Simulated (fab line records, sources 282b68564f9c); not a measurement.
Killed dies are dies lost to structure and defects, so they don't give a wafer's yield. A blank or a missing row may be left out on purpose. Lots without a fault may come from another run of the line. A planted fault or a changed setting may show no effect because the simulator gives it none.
A struck lot beside a sound one | flow rit_cmos | 34 steps out of a route of 202
Sound: wafers L612.2, L612.3, L612.6. Struck: wafers L616.1, L616.2, L616.5. The cause comes at the end.
At each step with rows: each side's tool, then ch and its chambers, then its first start. Under that, the readings that differ: sound wafers | struck wafers | difference of the means | sigmas: that difference in standard deviations of wafers without a fault.
alike: readings whose means differ by less than 2 such deviations, and words and numbers that are the same on both sides. not compared: withheld readings, readings that some wafer has no value for, bounds like >300 that may hide the same value, and numbers for which the record gives no deviation and whose values overlap.
The two part at a step that has a row with sigmas, a row that says differs or no value, or rows on one side only. Numbers that don't overlap but have no deviation are shown without sigmas and don't part them. A reading that every wafer of one side lacks parts them only if that side has two wafers or more.

first, 2 steps without rows for these wafers: RIT_SPACER_CLEAN_02 (cleans in SC2, time 600 s); RIT_SPACER_CVD_03 (deposits Si3N4 from SiH2Cl2/NH3, target thk 250 nm, time 3300 s).
RIT_SPACER_THK_MEAS_04:
  sound on film_metro-01, day 3 13:15; struck on film_metro-03, day 4 07:54
  alike: SPACER_NITRIDE_THK
RIT_SPACER_ETCHBACK_05: etches Si3N4 in SF6/CHF3, stops on SiO2, target depth 250 nm, time 240 s.
  sound on rie_diel-01 ch 0,2, day 3 13:18; struck on rie_diel-01 ch 1,2,3, day 4 07:58
  reading                     | sound       | struck      | difference | sigmas
  drypump_motor_current_A (A) | 5.7 6.6 6.6 | 5.7 5.2 5.2 | -0.9       | -2
  alike: oes_product_au, throttle_valve_pct
  not compared: rf_hours_counter_h
then, 6 steps without rows for these wafers: RIT_NSD_HMDS_00 (prime time 60 s); RIT_NSD_COAT_01 (resist thk 1000 nm); RIT_NSD_SOFTBAKE_02 (time 60 s); RIT_NSD_EXPOSE_03 (exposes mask M9, target cd 40700 nm); RIT_NSD_PEB_04; RIT_NSD_DEVELOP_05 (develop time 50 s).
RIT_NSD_OVL_MEAS_06:
  sound on overlay-02, day 3 14:26; struck on overlay-01, day 4 09:05
  reading      | sound          | struck      | difference | sigmas
  NSD_OVL (nm) | -3.4 -1.8 -3.6 | 1.8 1.3 0.1 | +4.0       | +3
then, 1 step without rows for these wafers: RIT_NSD_HARDBAKE_07 (time 60 s).
RIT_NSD_IMPLANT_08:
  sound on implanter-03 ch 0, day 3 14:38; struck on implanter-03 ch 0, day 4 09:16
  reading            | sound             | struck            | difference | sigmas
  tilt_deg (degrees) | 7.015 7.016 7.033 | 8.159 8.176 8.136 | +1.136     | +60
RIT_NSD_STRIP_09: strips in O2, time 180 s.
  sound on plasma_asher-04 ch 1, day 3 14:46; struck on plasma_asher-04 ch 0,1, day 4 09:25
  alike: drypump_motor_current_A, o2_flow_sccm, rf_refl_power_W
  not compared: rf_hours_counter_h
RIT_NSD_TW_MEAS_10:
  sound on film_metro-04, day 3 14:57; struck on film_metro-03, day 4 09:35
  alike: NSD_TW
then, 6 steps without rows for these wafers: RIT_PSD_HMDS_00 (prime time 60 s); RIT_PSD_COAT_01 (resist thk 1000 nm); RIT_PSD_SOFTBAKE_02 (time 60 s); RIT_PSD_EXPOSE_03 (exposes mask M10, target cd 40900 nm); RIT_PSD_PEB_04; RIT_PSD_DEVELOP_05 (develop time 50 s).
RIT_PSD_OVL_MEAS_06:
  sound on overlay-02, day 3 16:03; struck on overlay-02, day 4 10:32
  alike: PSD_OVL
then, 2 steps without rows for these wafers: RIT_PSD_HARDBAKE_07 (time 60 s); RIT_PSD_IMPLANT_08.
RIT_PSD_STRIP_09: strips in O2, time 180 s.
  sound on plasma_asher-04 ch 1, day 3 16:23; struck on plasma_asher-01 ch 0,1, day 4 10:52
  alike: drypump_motor_current_A, o2_flow_sccm, rf_refl_power_W
  not compared: rf_hours_counter_h
RIT_PSD_TW_MEAS_10:
  sound on film_metro-03, day 3 16:34; struck on film_metro-04, day 4 11:02
  alike: PSD_TW
then, 3 steps without rows for these wafers: RIT_SDANNEAL_CLEAN_00 (cleans in SC1, time 600 s); RIT_SDANNEAL_CLEAN_01 (cleans in dHF, time 30 s); RIT_SDANNEAL_CLEAN_02 (cleans in SC2, time 600 s).
RIT_SDANNEAL_RTA_03: time 5 s.
  sound on rtp_anneal-01 ch 0, day 3 17:10; struck on rtp_anneal-01 ch 0, day 4 11:29
  alike: wafer_temp_C_max
RIT_SDANNEAL_RS_MEAS_04: measures by four-point-probe.
  sound on film_metro-04, day 3 17:14; struck on film_metro-04, day 4 11:32
  alike: PSD_RS
RIT_SDANNEAL_RS_MEAS_05: measures by four-point-probe.
  sound on film_metro-04, day 3 17:21; struck on film_metro-04, day 4 11:40
  reading         | sound             | struck | difference                    | sigmas
  NSD_RS (ohm/sq) | 84.37 84.33 84.43 | - - -  | no value on the struck wafers |
RIT_SDANNEAL_RS_MEAS_06: measures by four-point-probe.
  sound on film_metro-04, day 3 17:28; struck on film_metro-04, day 4 11:47
  reading          | sound             | struck            | difference | sigmas
  PLDD_RS (ohm/sq) | 177.9 178.6 178.3 | 179.3 179.3 179.0 | +0.9       | +2
RIT_M1_PROBE_99:
  sound on prober-02, day 4 00:42; struck on prober-02, day 4 18:56
  reading                                 | sound             | struck            | difference | sigmas
  killed_short                            | 3 3 3             | 7 5 8             | +4         | +2
  model.etest.diode_nplus_pwell.bv_v (V)  | 5.974 5.977 6.011 | 5.842 5.802 5.83  | -0.163     |
  model.etest.nmos_0p3.bv_v (V)           | 5.56 5.524 5.548  | 5.468 5.454 5.477 | -0.078     |
  model.etest.nmos_0p15.bv_v (V)          | 5.56 5.524 5.548  | 5.468 5.454 5.477 | -0.078     |
  model.etest.diode_nplus_pwell.cj_ff_um2 | 2.061 2.053 2.06  | 2.116 2.124 2.127 | +0.064     |
  model.etest.diode_nplus_comb.cj_ff_um2  | 2.642 2.636 2.65  | 2.678 2.694 2.687 | +0.044     |
  alike: killed_at_front_end, killed_dies, killed_open

WHERE THEY PART
First at RIT_SPACER_ETCHBACK_05; last, within this record, at RIT_M1_PROBE_99.

WHY: what the simulator had put in
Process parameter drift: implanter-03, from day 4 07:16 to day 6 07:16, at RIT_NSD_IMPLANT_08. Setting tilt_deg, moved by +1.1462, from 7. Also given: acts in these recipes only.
